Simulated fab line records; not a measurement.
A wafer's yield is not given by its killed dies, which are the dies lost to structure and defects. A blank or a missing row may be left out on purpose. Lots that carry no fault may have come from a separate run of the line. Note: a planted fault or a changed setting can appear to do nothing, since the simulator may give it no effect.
A single fault, viewed from 2 desks :: flow berkeley_cmos170 :: only its own numbers are on each desk; what lay behind them is given at the end

AT THE TOOL OWNER'S DESK: implanter-04
The tool's own readings at UCB170_PVT_IMPLANT_07, given as means over the sampled wafers that have a number, one for each lot that went through this tool. If a lot's mean is further than 4 standard deviations from the usual mean, the lot is out of limits and carries the mark OUT (the distance appears in the brackets).
Columns: A = beam_on_s at UCB170_PVT_IMPLANT_07, usual 9.99 s; B = dose_ions_cm2 at UCB170_PVT_IMPLANT_07, usual 1.9993e+12; C = faraday_current_uA at UCB170_PVT_IMPLANT_07, usual 6.35
lot: L476
first seen here: day 6 23:32
A: 10.04
B: 2.0010e+12
C: 6.31

lot: L477
first seen here: day 7 00:22
A: 9.80
B: 2.0010e+12
C: 6.48

lot: L480
first seen here: day 8 05:22
A: 9.94
B: 1.9993e+12
C: 6.38

lot: L482
first seen here: day 8 15:29
A: 10.08
B: 1.5596e+12 (-99 or more) OUT
C: 4.90 (-11) OUT

lot: L485
first seen here: day 9 01:26
A: 10.01
B: 1.5594e+12 (-99 or more) OUT
C: 4.94 (-11) OUT

lot: L487
first seen here: day 9 19:00
A: 10.19
B: 1.5628e+12 (-99 or more) OUT
C: 4.85 (-12) OUT
This desk's verdict: out of limits on L482, L485, L487, starting with L482 at day 8 15:29 (dose_ions_cm2 at UCB170_PVT_IMPLANT_07). L476, L477, L480: within limits.

THE METROLOGY DESK
What the gauges read for every lot (on any tool): the sampled wafers with a number, averaged. If a lot's mean is further than 4 standard deviations from the usual mean, the lot is out of limits and carries the mark OUT (the distance appears in the brackets).
Columns: A = ACTIVE_OXIDE_THK at UCB170_ACTIVE_THK_MEAS_03, usual 26.3 nm; B = cd_nm at UCB170_ACTIVE_CD_MEAS_13, usual 1199.8 nm; C = PVT_TW at UCB170_PVT_TW_MEAS_09, usual 508
lot: L474
first seen here: day 4 11:37
A: 26.4
B: 1201.0
C: 518

lot: L476
first seen here: day 4 18:03
A: 26.3
B: 1200.5
C: 515

lot: L475
first seen here: day 5 00:25
A: 26.1
B: 1201.3
C: 508

lot: L477
first seen here: day 5 00:25
A: 25.8
B: 1199.2
C: 503

lot: L478
first seen here: day 6 03:09
A: 26.4
B: 1200.3
C: 510

lot: L480
first seen here: day 6 03:09
A: 26.6
B: 1198.6
C: 502

lot: L479
first seen here: day 6 03:14
A: 25.8
B: 1198.3
C: 512

lot: L482
first seen here: day 6 13:33
A: 26.0
B: 1197.0
C: 467 (-8.5) OUT

lot: L485
first seen here: day 6 20:30
A: 26.1
B: 1200.0
C: 466 (-8.8) OUT

lot: L487
first seen here: day 7 08:47
A: 25.7
B: 1202.3
C: 463 (-9.3) OUT

lot: L492
first seen here: day 8 09:47
A: 26.5
B: 1201.1
C: 512

lot: L494
first seen here: day 8 23:49
A: 26.7
B: 1198.9
C: 509

lot: L496
first seen here: day 8 23:49
A: 26.9
B: 1199.3
C: 510

lot: L497
first seen here: day 8 23:55
A: 26.7
B: 1199.8
C: 504
Per this desk, out of limits: L482, L485, L487; the first was L482, day 8 15:44 (PVT_TW at UCB170_PVT_TW_MEAS_09). L474, L476, L475, L477, L478, L480, L479, L492, L494, L496, L497: within limits.

PUT TOGETHER
At day 8 15:29, on L482, L485, L487, the tool owner's desk was in a position to raise an alarm.
L482, L485, L487 would have let the metrology desk raise an alarm at day 8 15:44.
All the named lots went through UCB170_PVT_IMPLANT_07 on implanter-04.

WHAT HAD BEEN PUT IN BY THE SIMULATOR
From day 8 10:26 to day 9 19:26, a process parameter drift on implanter-04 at UCB170_PVT_IMPLANT_07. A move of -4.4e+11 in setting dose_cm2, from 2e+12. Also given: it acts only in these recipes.
Lots struck among those shown: L482, L485, L487.
Time in hours from fault onset to the first out-of-limits reading at each desk: tool owner's desk 5, metrology desk 5.
